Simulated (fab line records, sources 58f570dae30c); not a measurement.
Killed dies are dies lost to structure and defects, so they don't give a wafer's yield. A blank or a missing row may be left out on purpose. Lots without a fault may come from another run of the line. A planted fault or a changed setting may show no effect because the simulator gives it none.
Split-lot experiment | flow berkeley_cmos170 | 5 lots, 23 wafers read, on a route of 331 steps

THE SPLIT
At UCB170_BACKSIDE_COAT_01 (resist thk 900 nm), the setting spin_rpm was moved away from the recipe's 1500 rpm on 9 of the 23 wafers read, by -6.1% to +5.9%. The other wafers ran this setting at the recipe's value.

The reading is taken at the split's own step.

THE READING
KrF_of_BACKSIDE_COAT_01.thk_nm (the simulator's own value, which no gauge read), in nm, at UCB170_BACKSIDE_COAT_01 (resist thk 900 nm). The file gives no usual value for it. The 14 wafers here that ran the recipe average 901.2 nm, standard deviation 2.3 nm.

wafer  | tool, chamber at the split | spin_rpm as run, rpm | against the recipe | KrF_of_BACKSIDE_COAT_01.thk_nm, nm | against lot-mates on the recipe
L074.1 | litho_track-03, 0          | 1409                 | -6.1%              | 929.3                              | +27.0
L074.3 | litho_track-03, 0          | 1500                 | recipe             | 902.4                              | -
L074.4 | litho_track-03, 0          | 1409                 | -6.1%              | 928.9                              | +26.6
L074.5 | litho_track-03, 0          | 1500                 | recipe             | 902.2                              | -
L074.6 | litho_track-03, 0          | 1409                 | -6.1%              | 927.6                              | +25.3
L076.1 | litho_track-03, 0          | 1588                 | +5.9%              | 871.4                              | -28.6
L076.2 | litho_track-03, 0          | 1500                 | recipe             | 901.4                              | -
L076.3 | litho_track-03, 0          | 1588                 | +5.9%              | 872.1                              | -27.9
L076.5 | litho_track-03, 0          | 1588                 | +5.9%              | 878.1                              | -21.9
L076.6 | litho_track-03, 0          | 1500                 | recipe             | 898.7                              | -
L077.2 | litho_track-02, 0          | 1500                 | recipe             | 901.8                              | -
L077.3 | litho_track-02, 0          | 1500                 | recipe             | 901.3                              | -
L077.4 | litho_track-02, 0          | 1500                 | recipe             | 903.6                              | -
L077.5 | litho_track-02, 0          | 1500                 | recipe             | 903.1                              | -
L077.6 | litho_track-02, 0          | 1500                 | recipe             | 904.8                              | -
L084.2 | litho_track-04, 0          | 1500                 | recipe             | 899.7                              | -
L084.3 | litho_track-04, 0          | 1500                 | recipe             | 897.3                              | -
L084.4 | litho_track-04, 0          | 1549                 | +3.3%              | 882.5                              | -16.0
L084.5 | litho_track-04, 0          | 1549                 | +3.3%              | 883.1                              | -15.4
L084.6 | litho_track-04, 0          | 1549                 | +3.3%              | 884.2                              | -14.3
L085.3 | litho_track-04, 0          | 1500                 | recipe             | 902.9                              | -
L085.4 | litho_track-04, 0          | 1500                 | recipe             | 896.3                              | -
L085.6 | litho_track-04, 0          | 1500                 | recipe             | 901.1                              | -

THE FIT
A straight line over all 23 wafers: KrF_of_BACKSIDE_COAT_01.thk_nm changes by -4.69 nm for each +1% of spin_rpm; r = -0.99; the points scatter about the line by 2.4 nm.
The same after taking each lot's own level away (the mean of its wafers on the recipe; 23 wafers): -4.42 nm for each +1%; r = -0.99; scatter 1.8 nm.
On that fit, the largest move of spin_rpm shifts the reading by 27 nm.
The lots' own levels span 898.50 to 902.92 nm, that is 1.9 times the standard deviation above.
So the lot-to-lot level changes the slope little: the two slopes agree.
Check: with one of the wafers moved furthest among these (-6.1%) left out of the fit, the line predicts +26.5 nm for it against its lot-mates. It came out at +27 nm against them.

OTHER SPLITS ON THESE WAFERS
These wafers also went through other splits before the reading. Each is held against what the fit with the lots' levels taken away leaves over:
other split on the same wafers       | wafers away from the commonest value | r with KrF_of_BACKSIDE_COAT_01.thk_nm (lot level and that fit taken away)
UCB170_NWELL_OXIDATION_01 ox_time_s  | 15                                   | +0.09
UCB170_NWELL_IMPLANT_14 energy_kev   | 7                                    | +0.30
UCB170_PWELL_CVD_05 time_s           | 5                                    | -0.04
UCB170_WELLDRIVE_OXIDATION_01 temp_c | 18                                   | -0.06
UCB170_SACOX_OXIDATION_01 ox_time_s  | 10                                   | +0.05
UCB170_NVT_COAT_01 resist_thk_nm     | 5                                    | -0.04
UCB170_NLDD_PEB_04 peb_temp_c        | 10                                   | -0.22

THE WHOLE CHAIN: every reading that the file lists as answering this split, in the file's order
step                     | what it does      | reading                                                                         | change (the file's fit)              | r (the file's)
UCB170_BACKSIDE_COAT_01  | resist thk 900 nm | KrF_of_BACKSIDE_COAT_01.thk_nm (the simulator's own value, which no gauge read) | -4.43 nm for each +1% of the setting | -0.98
UCB170_BACKSIDE_STRIP_03 | strips in O2      | strip_time_to_endpoint_s                                                        | withheld for each +1% of the setting | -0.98

THE FILE'S OWN FIT
KrF_of_BACKSIDE_COAT_01.thk_nm changes by -4.43 nm for each +1% of spin_rpm, r = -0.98.
